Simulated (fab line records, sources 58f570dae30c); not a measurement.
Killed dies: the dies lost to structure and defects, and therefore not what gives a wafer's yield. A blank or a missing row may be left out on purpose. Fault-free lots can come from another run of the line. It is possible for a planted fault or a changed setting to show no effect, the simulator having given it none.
A sampling plan put to the test ; flow berkeley_cmos170 ; one fab line, 10 faults that these records tell of, each judged on the records of the lots that it struck
Plan = the line's own looks (route steps where a gauge or an inspection reads the wafer without altering it). A look is open to judgement when struck wafers have a number at it and the file gives its usual mean and standard deviation on fault-free wafers. Caught: the struck wafers' mean, at a look after the fault's first step, is 4 or more of those standard deviations (sigma) away from the usual mean. On the tool: here the same test is run on the tool's own readings at the fault's steps. If the struck wafers alone have a blank record, or they carry another recipe, that too counts as caught.

== THE FAULTS, as the simulator had put them in ==
1. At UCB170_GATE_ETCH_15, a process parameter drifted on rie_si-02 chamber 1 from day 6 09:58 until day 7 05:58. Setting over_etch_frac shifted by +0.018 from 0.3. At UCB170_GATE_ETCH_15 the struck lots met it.
2. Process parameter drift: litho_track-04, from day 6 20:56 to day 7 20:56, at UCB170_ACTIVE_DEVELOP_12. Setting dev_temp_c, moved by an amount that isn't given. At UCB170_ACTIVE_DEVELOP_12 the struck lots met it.
3. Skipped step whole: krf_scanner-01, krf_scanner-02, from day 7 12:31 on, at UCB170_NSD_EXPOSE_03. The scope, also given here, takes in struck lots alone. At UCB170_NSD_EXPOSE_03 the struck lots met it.
4. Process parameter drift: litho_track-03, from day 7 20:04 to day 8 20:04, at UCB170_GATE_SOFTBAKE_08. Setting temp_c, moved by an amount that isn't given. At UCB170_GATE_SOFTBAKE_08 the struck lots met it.
5. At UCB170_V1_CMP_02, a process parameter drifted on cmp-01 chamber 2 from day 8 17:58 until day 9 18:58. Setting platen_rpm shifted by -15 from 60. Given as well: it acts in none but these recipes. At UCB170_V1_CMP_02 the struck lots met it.
6. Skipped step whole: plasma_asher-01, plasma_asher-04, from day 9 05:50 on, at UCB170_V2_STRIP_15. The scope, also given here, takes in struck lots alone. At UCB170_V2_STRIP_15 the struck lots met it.
7. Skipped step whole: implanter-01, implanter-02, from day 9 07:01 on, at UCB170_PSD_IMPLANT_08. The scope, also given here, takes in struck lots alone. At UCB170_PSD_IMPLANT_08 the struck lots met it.
8. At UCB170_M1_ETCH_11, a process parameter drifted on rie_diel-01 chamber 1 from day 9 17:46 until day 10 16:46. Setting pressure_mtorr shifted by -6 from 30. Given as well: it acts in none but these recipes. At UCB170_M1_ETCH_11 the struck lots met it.
9. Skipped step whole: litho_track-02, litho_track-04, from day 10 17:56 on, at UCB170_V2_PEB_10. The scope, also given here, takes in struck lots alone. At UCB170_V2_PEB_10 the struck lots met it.
10. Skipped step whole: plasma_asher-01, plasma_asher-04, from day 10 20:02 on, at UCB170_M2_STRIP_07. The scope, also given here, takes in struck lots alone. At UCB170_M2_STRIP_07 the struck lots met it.

== WHAT THE PLAN SAW ==
fault;on the tool itself;first look that catches it;reading, sigma;median hours from its first step to that look;hours from the fault's start to the first struck lot there;judged looks passed uncaught
1;under 2 sigma;no look after it can be judged;-;-;-;0
2;developer_temp_C +7.7 sigma;no look after it can be judged;-;-;-;0
3;no reading that can be judged;no look after it can be judged;-;-;-;0
4;heater_power_total_W -91 sigma;UCB170_GATE_CD_MEAS_12;cd_nm +8.7;1.5;6;0
5;platen_rpm -99 or beyond sigma;no look after it can be judged;-;-;-;0
6;the tool's record is blank for the struck wafers;no look after it can be judged;-;-;-;0
7;the tool's record is blank for the struck wafers;UCB170_PSD_TW_MEAS_10;PSD_TW -99 or beyond;0.2;9;0
8;chamber_pressure_mTorr -99 or beyond sigma;no look after it can be judged;-;-;-;0
9;the tool's record is blank for the struck wafers;no look after it can be judged;-;-;-;0
10;the tool's record is blank for the struck wafers;no look after it can be judged;-;-;-;0
A dash: the fault isn't caught, or these records don't give the number.

Caught at a look: 2 of 10. Caught on the tool: 8 of 10. By one or the other: 8 of 10.
On the tool alone, faults 2, 5, 6, 8, 9, 10 were caught.
Caught by neither: faults 1, 3.

== THINNER SAMPLING ==
Were the look that catches a fault to measure just every second or every third lot (counted by lot number), the first struck lot would, at worst, be measured this late:
fault;struck lots at that look, in order of time;every lot;every second lot;every third lot
4;L233, L235;6 h;may miss all 2;may miss all 2
7;L840, L842, L841;9 h;9 h;9 h
Hours: fault start to first struck lot measured. The test against the limit of 4 sigma pooled every struck wafer, which means one lot taken alone may stay below that limit. Other struck lots may not be in these records.

== THE LONGEST TIMED WAY FROM STEP TO LOOK ==
For fault 4, UCB170_GATE_SOFTBAKE_08 and UCB170_GATE_CD_MEAS_12 are separated by a median of 1.5 hours. No look between them can be judged.
